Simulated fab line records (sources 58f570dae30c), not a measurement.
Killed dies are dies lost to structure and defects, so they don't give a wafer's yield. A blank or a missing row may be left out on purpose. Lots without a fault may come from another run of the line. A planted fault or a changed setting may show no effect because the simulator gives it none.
Check for tools in common :: flow berkeley_cmos170 :: 15 lots, 45 wafers sampled

== THE REASON FOR OPENING IT ==
3 of 15 lots carry a flag on the reading SCREENOX_OXIDE_THK at UCB170_SCREENOX_THK_MEAS_02. No-fault wafers: 14.36 nm, standard deviation 0.28.
Rule: a lot gets a flag if all its wafers with a number sit over 4 standard deviations from that mean, or if no wafer of it has a number. As for the other lots, they are considered sound.

lot: L363
measured: day 5 05:47
on: film_metro-04
SCREENOX_OXIDE_THK (nm), wafer by wafer: 14.12 14.14 13.98
flag: 

lot: L364
measured: day 5 05:47
on: film_metro-03
SCREENOX_OXIDE_THK (nm), wafer by wafer: 14.39 14.72 14.39
flag: 

lot: L365
measured: day 5 05:47
on: film_metro-01
SCREENOX_OXIDE_THK (nm), wafer by wafer: 14.02 14.21 14.06
flag: 

lot: L367
measured: day 5 18:56
on: film_metro-01
SCREENOX_OXIDE_THK (nm), wafer by wafer: 13.66 14.09 13.81
flag: 

lot: L366
measured: day 5 18:57
on: film_metro-03
SCREENOX_OXIDE_THK (nm), wafer by wafer: 14.55 14.44 14.47
flag: 

lot: L368
measured: day 6 06:32
on: film_metro-01
SCREENOX_OXIDE_THK (nm), wafer by wafer: 14.17 14.35 14.25
flag: 

lot: L369
measured: day 6 06:32
on: film_metro-03
SCREENOX_OXIDE_THK (nm), wafer by wafer: 14.19 14.29 14.25
flag: 

lot: L370
measured: day 6 18:17
on: film_metro-03
SCREENOX_OXIDE_THK (nm), wafer by wafer: 14.31 14.53 14.24
flag: 

lot: L371
measured: day 7 04:47
on: film_metro-03
SCREENOX_OXIDE_THK (nm), wafer by wafer: 14.44 14.57 14.39
flag: 

lot: L372
measured: day 7 04:47
on: film_metro-04
SCREENOX_OXIDE_THK (nm), wafer by wafer: 14.40 14.51 14.49
flag: 

lot: L375
measured: day 7 21:49
on: film_metro-01
SCREENOX_OXIDE_THK (nm), wafer by wafer: 22.94 22.88 23.05
flag: FLAGGED

lot: L376
measured: day 8 03:06
on: film_metro-04
SCREENOX_OXIDE_THK (nm), wafer by wafer: 14.66 14.66 14.68
flag: 

lot: L378
measured: day 8 03:06
on: film_metro-01
SCREENOX_OXIDE_THK (nm), wafer by wafer: 14.69 14.80 14.89
flag: 

lot: L383
measured: day 9 15:33
on: film_metro-04
SCREENOX_OXIDE_THK (nm), wafer by wafer: 23.12 22.75 22.57
flag: FLAGGED

lot: L384
measured: day 9 21:54
on: film_metro-01
SCREENOX_OXIDE_THK (nm), wafer by wafer: 22.34 22.44 22.63
flag: FLAGGED
Average over the flagged lots: 22.75 nm; offset from the usual +8.39 nm, equal to +30 standard deviations.

== LOT BY LOT: THE TOOL USED ==
The record holds 1 process step before the reading, out of a route of 331 steps. In each cell: the tool, then ch and the chambers that the sampled wafers went through, then the start.
lot: L363
flag: 
UCB170_SCREENOX_OXIDATION_01: furnace-04 ch 0, day 5 04:07

lot: L364
flag: 
UCB170_SCREENOX_OXIDATION_01: furnace-04 ch 0, day 5 04:07

lot: L365
flag: 
UCB170_SCREENOX_OXIDATION_01: furnace-04 ch 0, day 5 04:07

lot: L367
flag: 
UCB170_SCREENOX_OXIDATION_01: furnace-02 ch 0, day 5 17:17

lot: L366
flag: 
UCB170_SCREENOX_OXIDATION_01: furnace-02 ch 0, day 5 17:17

lot: L368
flag: 
UCB170_SCREENOX_OXIDATION_01: furnace-02 ch 0, day 6 04:53

lot: L369
flag: 
UCB170_SCREENOX_OXIDATION_01: furnace-02 ch 0, day 6 04:53

lot: L370
flag: 
UCB170_SCREENOX_OXIDATION_01: furnace-03 ch 0, day 6 16:38

lot: L371
flag: 
UCB170_SCREENOX_OXIDATION_01: furnace-02 ch 0, day 7 03:07

lot: L372
flag: 
UCB170_SCREENOX_OXIDATION_01: furnace-02 ch 0, day 7 03:07

lot: L375
flag: FLAGGED
UCB170_SCREENOX_OXIDATION_01: furnace-03 ch 0, day 7 16:49

lot: L376
flag: 
UCB170_SCREENOX_OXIDATION_01: furnace-02 ch 0, day 8 01:26

lot: L378
flag: 
UCB170_SCREENOX_OXIDATION_01: furnace-02 ch 0, day 8 01:26

lot: L383
flag: FLAGGED
UCB170_SCREENOX_OXIDATION_01: furnace-03 ch 0, day 9 10:32

lot: L384
flag: FLAGGED
UCB170_SCREENOX_OXIDATION_01: furnace-04 ch 0, day 9 17:11
What these steps do:
- UCB170_SCREENOX_OXIDATION_01: target thk 14.4 nm, ox time 2400 s.
- UCB170_SCREENOX_THK_MEAS_02

== FLAGGED OVER TOTAL, TOOL BY TOOL (the gauges that took the reading come last) ==
step: UCB170_SCREENOX_OXIDATION_01
tool: furnace-02
lots run: 8
flagged: 0
share of the flagged lots: none
sound lots run after its first flagged lot: -

step: UCB170_SCREENOX_OXIDATION_01
tool: furnace-03
lots run: 3
flagged: 2
share of the flagged lots: some
sound lots run after its first flagged lot: 0

step: UCB170_SCREENOX_OXIDATION_01
tool: furnace-04
lots run: 4
flagged: 1
share of the flagged lots: some
sound lots run after its first flagged lot: 0

step: UCB170_SCREENOX_THK_MEAS_02
tool: film_metro-01
lots run: 6
flagged: 2
share of the flagged lots: some
sound lots run after its first flagged lot: 1 (L378)

step: UCB170_SCREENOX_THK_MEAS_02
tool: film_metro-03
lots run: 5
flagged: 0
share of the flagged lots: none
sound lots run after its first flagged lot: -

step: UCB170_SCREENOX_THK_MEAS_02
tool: film_metro-04
lots run: 4
flagged: 1
share of the flagged lots: some
sound lots run after its first flagged lot: 0

== THE TABLE: WHAT IT ALLOWS ==
No row of the table ran every flagged lot.

== WHAT THE SIMULATOR PUT IN ==
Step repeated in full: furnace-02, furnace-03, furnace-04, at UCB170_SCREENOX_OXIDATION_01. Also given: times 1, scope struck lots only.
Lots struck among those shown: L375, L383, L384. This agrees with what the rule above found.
